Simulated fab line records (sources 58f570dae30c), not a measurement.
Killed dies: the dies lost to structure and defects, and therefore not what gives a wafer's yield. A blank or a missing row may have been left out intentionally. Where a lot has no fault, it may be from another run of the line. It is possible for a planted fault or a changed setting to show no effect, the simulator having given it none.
fab line records	flow berkeley-cmos170
record lots=14	wafers=42	last-day=12
route steps=331 shown GATE@131 NLDD@164 M1@249 V2@304
lots with no fault: from the same line, run without faults
start-h: start of the lot's first displayed wafer, in hours after the record's first day	wait-h: hours elapsed since this lot's preceding step	" unchanged from the row above	L1.1+2: one row covering several wafers at once	- no value, or no start given	* or withheld: withheld	< > ~ a bound
route shown NAME@n: a module of which the file shows steps, and the number in the route of the first	usual: mean and standard deviation over wafers with no fault	same: alike in all rows	chamber/n: place in a boat	sites: each site's reading	_std_site: their standard deviation	_edge_site: inner sites' mean taken away from outer sites' mean	radius-mm: how far each site lies from the wafer's centre	mask NAME#n: copy n	behind: the most recent tool/chamber to have shaped the wafer	hold: the reason the lot was held/the length of the hold in hours/how it ended	device: the transistor (n, p or np) that didn't switch	end of line: tests run on the same wafers once the route is complete	a step with no rows: only its recipe	killed: dies that structure and defects cost at the first sort, which is not the same as the wafer's yield	map: the dies of a wafer, with x for killed, . for not killed, _ for no die there
set.NAME: the setting that was run; set.NAME@STEP: the one run at that earlier step	model.NAME: the simulator's own value behind a step, which no gauge read
a sample of lots followed through the steps of the route, with each step as a table and each wafer as a row
services: the hour from which a tool's chamber was out of use, counted from the record's first day as start-h (under 0 if before that day), plus the number of hours and why
## steps
# step UCB170_GATE_THK_MEAS_05
# recipe reads=poly-Si_of_GATE_CVD_04
# usual GATE_POLY_THK=214.3/2
lot.wafer	tool	chamber	start-h	wait-h	GATE_POLY_THK[nm]
L797.2	film-metro-02	-	117.91	0.0	210.9
L797.4	"	-	"	"	213.6
L797.6	"	-	"	"	212.8
L798.2	film-metro-02	-	117.97	0.1	217.4
L798.3	"	-	"	"	217.7
L798.5	"	-	"	"	216.7
L801.1	film-metro-01	-	133.84	0.0	214.0
L801.2	"	-	"	"	213.4
L801.3	"	-	"	"	213.2
L800.2	film-metro-04	-	133.85	0.0	214.5
L800.4	"	-	"	"	214.7
L800.6	"	-	"	"	215.4
L802.1	film-metro-02	-	147.50	0.0	215.9
L802.2	"	-	"	"	214.0
L802.5	"	-	"	"	214.7
L803.1	film-metro-04	-	147.50	0.0	215.5
L803.4	"	-	"	"	212.9
L803.5	"	-	"	"	214.8
L805.1	film-metro-04	-	173.14	0.0	215.7
L805.4	"	-	"	"	215.6
L805.6	"	-	"	"	214.8
L807.1	film-metro-01	-	173.14	0.0	214.2
L807.3	"	-	"	"	213.9
L807.6	"	-	"	"	215.0
L808.1	film-metro-04	-	181.80	0.0	216.8
L808.2	"	-	"	"	215.5
L808.3	"	-	"	"	215.9
L809.1	film-metro-02	-	181.80	0.0	216.2
L809.2	"	-	"	"	215.1
L809.5	"	-	"	"	217.5
L812.1	film-metro-01	-	188.95	0.0	214.2
L812.2	"	-	"	"	215.9
L812.3	"	-	"	"	215.5
L816.2	film-metro-04	-	224.08	0.0	215.2
L816.3	"	-	"	"	214.2
L816.6	"	-	"	"	215.4
L819.2	film-metro-01	-	234.10	0.0	214.2
L819.3	"	-	"	"	213.2
L819.4	"	-	"	"	214.4
L820.3	film-metro-04	-	247.36	0.0	213.4
L820.4	"	-	"	"	212.2
L820.5	"	-	"	"	213.0
# step UCB170_NLDD_CD_MEAS_06
# recipe target-cd-nm=1200
# usual cd-nm=1200.0/1.2
lot.wafer	tool	chamber	start-h	wait-h	cd-nm
L797.2	cd-sem-01	-	122.91	-	1200.8
L797.4	"	-	"	"	1201.4
L797.6	"	-	"	"	1201.5
L798.2	cd-sem-02	-	124.23	-	1200.4
L798.3	"	-	"	"	1199.7
L798.5	"	-	"	"	1200.0
L801.1	cd-sem-02	-	138.51	-	1199.2
L801.2	"	-	"	"	1198.2
L801.3	"	-	"	"	1198.8
L800.2	cd-sem-01	-	138.79	-	1201.4
L800.4	"	-	"	"	1200.9
L800.6	"	-	"	"	1201.3
L802.1	cd-sem-02	-	152.00	-	1200.5
L802.2	"	-	"	"	1201.1
L802.5	"	-	"	"	1201.3
L803.1	cd-sem-01	-	152.69	-	1200.0
L803.4	"	-	"	"	1200.6
L803.5	"	-	"	"	1201.8
L805.1	cd-sem-01	-	177.86	-	1197.0
L805.4	"	-	"	"	1197.2
L805.6	"	-	"	"	1198.0
L807.1	cd-sem-02	-	178.13	-	1200.9
L807.3	"	-	"	"	1200.9
L807.6	"	-	"	"	1200.9
L808.1	cd-sem-01	-	186.29	-	1199.8
L808.2	"	-	"	"	1198.8
L808.3	"	-	"	"	1200.4
L809.1	cd-sem-01	-	186.57	-	1199.1
L809.2	"	-	"	"	1199.2
L809.5	"	-	"	"	1198.1
L812.1	cd-sem-01	-	194.15	-	1200.5
L812.2	"	-	"	"	1201.2
L812.3	"	-	"	"	1201.3
L816.2	cd-sem-02	-	229.14	-	1200.1
L816.3	"	-	"	"	1201.1
L816.6	"	-	"	"	1200.0
L819.2	cd-sem-02	-	238.49	-	1199.4
L819.3	"	-	"	"	1199.6
L819.4	"	-	"	"	1200.1
L820.3	cd-sem-02	-	253.96	-	1198.4
L820.4	"	-	"	"	1199.0
L820.5	"	-	"	"	1199.0
# step UCB170_M1_ETCH_11
# recipe chemistry=N2/H2	target-depth-a=withheld	overetch-a=withheld	target=BARC	time-s=withheld	source-w=500	bias-w=100	pressure-mtorr=30	n2-flow-sccm=100	h2-flow-sccm=200
# usual bias-w=100.01/0.29	chamber-pressure-mTorr=30.003/0.029	drypump-motor-current-A=5.7/0.49	n2-flow-sccm=100.01/0.29	oes-product-au=1.008/0.018	throttle-valve-pct=13.31/0.19
lot.wafer	tool	chamber	start-h	wait-h	bias-w	chamber-pressure-mTorr	drypump-motor-current-A	n2-flow-sccm	oes-product-au	throttle-valve-pct
L797.2	rie-diel-04	0	141.23	0.0	100.65	30.045	6.4	99.80	1.019	13.49
L797.4	"	1	"	"	99.72	29.981	5.9	99.67	0.981	13.02
L797.6	"	3	"	"	99.12	30.058	5.9	99.46	1.013	13.26
L798.2	rie-diel-02	1	142.87	0.0	100.02	30.008	5.4	99.98	1.005	13.54
L798.3	"	3	"	"	100.01	30.004	5.9	100.21	0.987	13.37
L798.5	"	2	"	"	100.08	29.976	5.9	100.18	1.021	13.65
L801.1	rie-diel-01	1	158.08	0.0	100.55	30.032	6.2	99.75	1.010	13.01
L801.2	"	3	"	"	99.91	30.002	5.4	99.93	0.996	13.40
L801.3	"	0	"	"	100.34	30.036	5.9	100.43	1.034	13.15
L800.2	rie-diel-04	0	159.62	0.0	100.28	30.014	6.4	100.32	1.024	13.50
L800.4	"	3	"	"	100.16	29.972	5.9	100.03	1.016	13.27
L800.6	"	3	"	"	99.78	29.993	5.9	100.09	0.999	13.24
L802.1	rie-diel-01	1	171.58	0.0	100.05	29.972	6.2	99.83	1.006	13.02
L802.2	"	3	"	"	100.24	29.979	5.4	100.05	0.984	13.39
L802.5	"	1	"	"	100.23	30.017	6.2	99.69	0.996	13.01
L803.1	rie-diel-02	0	171.96	0.0	100.50	30.003	5.4	100.12	1.034	13.39
L803.4	"	3	"	"	99.16	29.990	5.9	100.83	0.997	13.38
L803.5	"	0	"	"	100.45	30.030	5.4	100.43	1.052	13.38
L805.1	rie-diel-04	1	197.02	0.0	99.97	30.012	5.8	100.10	0.981	13.04
L805.4	"	3	"	"	100.52	30.009	5.9	99.81	1.004	13.26
L805.6	"	0	"	"	100.24	29.983	6.4	99.93	1.038	13.49
L807.1	rie-diel-02	2	197.37	0.0	99.94	30.001	5.9	100.08	1.016	13.64
L807.3	"	3	"	"	99.73	30.019	5.9	99.59	0.996	13.37
L807.6	"	2	"	"	100.11	29.948	5.9	100.00	1.015	13.65
L809.1	rie-diel-04	3	204.99	0.0	99.86	30.053	5.9	100.24	1.010	13.26
L809.2	"	0	"	"	100.13	29.966	6.4	99.62	1.024	13.50
L809.5	"	3	"	"	100.05	29.967	5.9	99.95	1.009	13.25
L808.1	rie-diel-04	3	205.54	0.0	-	-	-	-	-	-
L808.2	"	0	"	"	-	-	-	-	-	-
L808.3	"	1	"	"	-	-	-	-	-	-
L812.1	rie-diel-01	3	212.11	0.0	-	-	-	-	-	-
L812.2	"	2	"	"	-	-	-	-	-	-
L812.3	"	1	"	"	-	-	-	-	-	-
L816.2	rie-diel-04	0	248.04	0.0	99.69	29.959	6.4	99.89	1.035	13.49
L816.3	"	3	"	"	99.53	29.992	5.9	100.24	1.010	13.25
L816.6	"	3	"	"	100.13	29.984	5.9	100.13	0.994	13.27
L819.2	rie-diel-02	0	258.27	0.0	100.01	30.024	5.4	99.37	1.050	13.40
L819.3	"	2	"	"	100.16	30.012	5.9	100.09	1.039	13.67
L819.4	"	1	"	"	99.88	30.022	5.4	98.99	1.016	13.53
L820.3	rie-diel-01	1	273.05	0.0	99.88	30.021	6.3	100.02	0.999	13.01
L820.4	"	2	"	"	99.78	30.017	6.6	99.70	0.979	13.10
L820.5	"	2	"	"	100.03	30.005	6.6	99.76	0.996	13.09
# step UCB170_M1_METAL_ETCH_12
# recipe chemistry=Cl2/BCl3	target=Al	stop-on=PSG	pressure-mtorr=12	target-depth-a=7800	over-etch-frac=0.3	time-s=130	icp-w=600	bias-w=120	Cl2_flow_sccm=90	bcl3-flow-sccm=45
# usual bcl3-flow-sccm=44.99/0.13	bias-w=120.0/0.34	chamber-pressure-mTorr=12.000/0.012	drypump-motor-current-A=5.8/0.51	oes-product-au=0.852/0.013	throttle-valve-pct=24.40/0.068
# same time-s=130
lot.wafer	tool	chamber	start-h	wait-h	bcl3-flow-sccm	bias-w	chamber-pressure-mTorr	drypump-motor-current-A	oes-product-au	rf-hours-counter-h	throttle-valve-pct
L797.2	rie-metal-03	1	141.27	-	44.85	120.0	12.004	5.1	0.871	5.0	24.32
L797.4	"	0	"	"	45.08	120.1	11.982	6.4	0.844	-	24.48
L797.6	"	1	"	"	44.77	120.1	12.006	5.1	0.858	-	24.32
L798.2	rie-metal-03	1	142.91	-	45.01	119.3	11.999	5.1	0.865	5.1	24.34
L798.3	"	0	"	"	44.89	119.5	12.011	6.4	0.835	-	24.48
L798.5	"	0	"	"	45.01	120.2	11.988	6.4	0.832	-	24.49
L801.1	rie-metal-03	0	158.13	-	45.15	119.7	12.013	6.4	0.836	1.2	24.49
L801.2	"	0	"	"	44.91	119.6	11.999	6.4	0.844	-	24.48
L801.3	"	0	"	"	45.05	119.4	12.003	6.4	0.839	-	24.48
L800.2	rie-metal-04	1	159.66	-	44.92	120.4	11.987	5.5	0.838	3.0	24.44
L800.4	"	0	"	"	45.02	120.4	12.018	5.8	0.859	-	24.34
L800.6	"	0	"	"	44.98	120.2	11.994	5.8	0.871	-	24.34
L802.1	rie-metal-01	0	171.62	-	44.73	120.0	11.993	5.3	0.838	7.0	24.37
L802.2	"	1	"	"	45.04	120.0	12.012	6.4	0.856	5.7	24.45
L802.5	"	0	"	"	44.79	119.6	12.011	5.3	0.850	-	24.38
L803.1	rie-metal-03	1	172.00	-	45.10	119.9	11.981	5.1	0.861	5.5	24.33
L803.4	"	0	"	"	45.07	119.9	12.001	6.4	0.840	-	24.50
L803.5	"	0	"	"	44.99	119.3	12.011	6.4	0.847	-	24.51
L805.1	rie-metal-03	1	197.06	-	45.01	120.0	12.017	5.1	0.866	5.8	24.32
L805.4	"	0	"	"	45.18	120.2	11.989	6.4	0.838	-	24.48
L805.6	"	1	"	"	45.12	119.0	11.975	5.1	0.867	-	24.33
L807.1	rie-metal-04	1	197.41	-	44.91	119.5	12.009	5.5	0.837	3.6	24.45
L807.3	"	0	"	"	45.10	119.4	12.002	5.8	0.856	-	24.32
L807.6	"	0	"	"	45.15	119.4	11.987	5.8	0.858	-	24.34
L809.1	rie-metal-01	0	205.03	-	45.01	120.0	12.006	5.3	0.844	7.7	24.38
L809.2	"	1	"	"	45.19	120.2	12.017	6.5	0.867	6.4	24.42
L809.5	"	0	"	"	44.87	120.0	11.998	5.3	0.840	-	24.37
L808.1	rie-metal-03	1	205.58	-	45.06	119.8	12.008	5.1	0.380	6.0	24.56
L808.2	"	0	"	"	45.00	120.2	11.989	6.4	0.367	2.4	24.71
L808.3	"	1	"	"	45.06	119.9	12.003	5.1	0.371	-	24.56
L812.1	rie-metal-03	0	212.15	-	44.98	120.0	11.993	6.4	0.372	2.5	24.72
L812.2	"	1	"	"	45.23	119.8	11.995	5.1	0.372	6.1	24.56
L812.3	"	1	"	"	44.82	120.1	12.013	5.1	0.380	-	24.58
L816.2	rie-metal-04	1	248.09	-	45.03	119.8	12.006	5.5	0.848	5.0	24.45
L816.3	"	0	"	"	44.90	120.2	12.004	5.8	0.867	-	24.33
L816.6	"	0	"	"	45.04	120.4	12.015	5.8	0.873	-	24.32
L819.2	rie-metal-04	0	258.31	-	45.09	120.3	12.008	5.8	0.866	3.9	24.32
L819.3	"	0	"	"	44.88	120.1	11.980	5.8	0.868	-	24.32
L819.4	"	1	"	"	44.90	120.3	12.007	5.5	0.842	-	24.46
L820.3	rie-metal-04	0	273.14	-	45.16	120.5	11.988	5.8	0.863	-	24.35
L820.4	"	1	"	"	44.96	119.4	11.992	5.5	0.832	-	24.44
L820.5	"	0	"	"	44.94	120.3	11.993	5.8	0.867	-	24.34
# step UCB170_M1_CD_MEAS_90
# recipe target-cd-nm=700
# usual cd-nm=701.1/2.1
lot.wafer	tool	chamber	start-h	wait-h	cd-nm
L797.2	cd-sem-01	-	141.52	0.1	703.6
L797.4	"	-	"	"	701.4
L797.6	"	-	"	"	704.7
L798.2	cd-sem-02	-	143.16	0.1	702.5
L798.3	"	-	"	"	701.7
L798.5	"	-	"	"	701.9
L801.1	cd-sem-01	-	158.49	0.1	703.8
L801.2	"	-	"	"	702.4
L801.3	"	-	"	"	702.0
L800.2	cd-sem-02	-	159.92	0.1	700.6
L800.4	"	-	"	"	699.1
L800.6	"	-	"	"	704.5
L802.1	cd-sem-02	-	171.87	0.1	698.8
L802.2	"	-	"	"	698.5
L802.5	"	-	"	"	699.2
L803.1	cd-sem-02	-	172.23	0.1	700.7
L803.4	"	-	"	"	703.1
L803.5	"	-	"	"	700.3
L805.1	cd-sem-02	-	197.30	0.1	702.4
L805.4	"	-	"	"	702.0
L805.6	"	-	"	"	701.2
L807.1	cd-sem-01	-	197.65	0.1	699.9
L807.3	"	-	"	"	702.3
L807.6	"	-	"	"	700.2
L809.1	cd-sem-02	-	205.27	0.1	703.2
L809.2	"	-	"	"	703.0
L809.5	"	-	"	"	702.4
L808.1	cd-sem-01	-	205.82	0.1	-
L808.2	"	-	"	"	-
L808.3	"	-	"	"	-
L812.1	cd-sem-01	-	212.38	0.1	-
L812.2	"	-	"	"	-
L812.3	"	-	"	"	-
L816.2	cd-sem-02	-	248.34	0.1	699.2
L816.3	"	-	"	"	700.3
L816.6	"	-	"	"	701.6
L819.2	cd-sem-02	-	258.57	0.1	702.2
L819.3	"	-	"	"	703.2
L819.4	"	-	"	"	699.0
L820.3	cd-sem-02	-	273.42	0.1	702.2
L820.4	"	-	"	"	699.3
L820.5	"	-	"	"	700.5
# step UCB170_V2_CD_MEAS_12
# recipe target-cd-nm=700
# usual cd-nm=699.8/1.3
lot.wafer	tool	chamber	start-h	wait-h	cd-nm
L797.2	cd-sem-02	-	155.35	-	701.8
L797.4	"	-	"	"	700.7
L797.6	"	-	"	"	701.8
L798.2	cd-sem-02	-	155.63	-	699.2
L798.3	"	-	"	"	699.4
L798.5	"	-	"	"	697.7
L801.1	cd-sem-02	-	171.04	-	702.3
L801.2	"	-	"	"	701.7
L801.3	"	-	"	"	701.0
L800.2	cd-sem-01	-	171.34	-	698.8
L800.4	"	-	"	"	698.8
L800.6	"	-	"	"	698.2
L802.1	cd-sem-01	-	185.29	-	697.8
L802.2	"	-	"	"	698.7
L802.5	"	-	"	"	698.6
L803.1	cd-sem-02	-	185.61	-	699.7
L803.4	"	-	"	"	698.1
L803.5	"	-	"	"	700.0
L805.1	cd-sem-02	-	210.87	-	699.7
L805.4	"	-	"	"	698.8
L805.6	"	-	"	"	697.8
L807.1	cd-sem-02	-	213.05	-	699.9
L807.3	"	-	"	"	700.2
L807.6	"	-	"	"	700.1
L809.1	cd-sem-02	-	217.46	-	698.7
L809.2	"	-	"	"	698.6
L809.5	"	-	"	"	699.2
L816.2	cd-sem-02	-	257.03	-	702.1
L816.3	"	-	"	"	701.6
L816.6	"	-	"	"	701.1
L819.2	cd-sem-01	-	275.04	-	700.6
L819.3	"	-	"	"	699.4
L819.4	"	-	"	"	699.1
L820.3	cd-sem-01	-	284.72	-	698.9
L820.4	"	-	"	"	699.0
L820.5	"	-	"	"	700.6
## services
tool	chamber	start-h	hours	kind
rie-metal-01	-	124.44	0.1	repair
rie-metal-04	0	124.49	1.3	repair
rie-diel-04	2	142.40	5.3	repair
rie-diel-02	0	145.42	-	clean
rie-diel-02	0	145.42	21.6	scheduled-down
rie-diel-02	0	145.42	21.6	vent-cycle
rie-diel-01	1	146.10	6.0	repair
rie-diel-04	-	149.81	0.8	repair
rie-metal-03	1	154.25	5.5	repair
rie-diel-01	2	157.88	-	clean
rie-diel-01	2	157.88	29.1	scheduled-down
rie-diel-01	2	157.88	29.1	vent-cycle
rie-metal-04	1	182.24	6.2	repair
rie-diel-02	1	184.23	4.2	repair
rie-diel-01	0	202.50	2.2	repair
rie-diel-01	0	204.67	-	clean
rie-diel-01	0	204.67	28.1	scheduled-down
rie-diel-01	0	204.67	28.1	vent-cycle
rie-metal-01	-	213.99	4.3	pm
rie-diel-04	2	223.90	8.4	repair
rie-metal-03	-	235.01	0.4	repair
rie-metal-03	-	241.07	0.5	repair
rie-diel-04	1	267.31	4.9	repair
## key
first-sign step=UCB170_M1_ETCH_11	reading=tool-record	direction=missing
effect step=UCB170_M1_METAL_ETCH_12	reading=oes-product-au	direction=down	sigmas=37	usual=0.852	struck=0.373
effect step=UCB170_M1_CD_MEAS_90	reading=cd-nm	direction=missing
met-at UCB170_M1_ETCH_11
struck-lots L808,L812
later-rows-left-out L808.1,L808.2,L808.3,L812.1,L812.2,L812.3
sort-left-out L808.1,L808.2,L808.3,L812.1,L812.2,L812.3
not-acting-at UCB170_GATE_THK_MEAS_05,UCB170_NLDD_CD_MEAS_06,UCB170_V2_CD_MEAS_12
onset-between 204.99 205.54
fault kind=skipped-step-whole	tool=rie-diel-01,rie-diel-04	chamber=-	onset-h=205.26	steps=UCB170_M1_ETCH_11	scope=struck-lots-only
# sort-left-out: the simulated sort isn't trusted on such a fault, so these wafers' sort isn't shown, and their yield isn't known
# later-rows-left-out: the simulator's readings of these wafers behind a module that went badly wrong aren't trusted and aren't shown, but for the sort
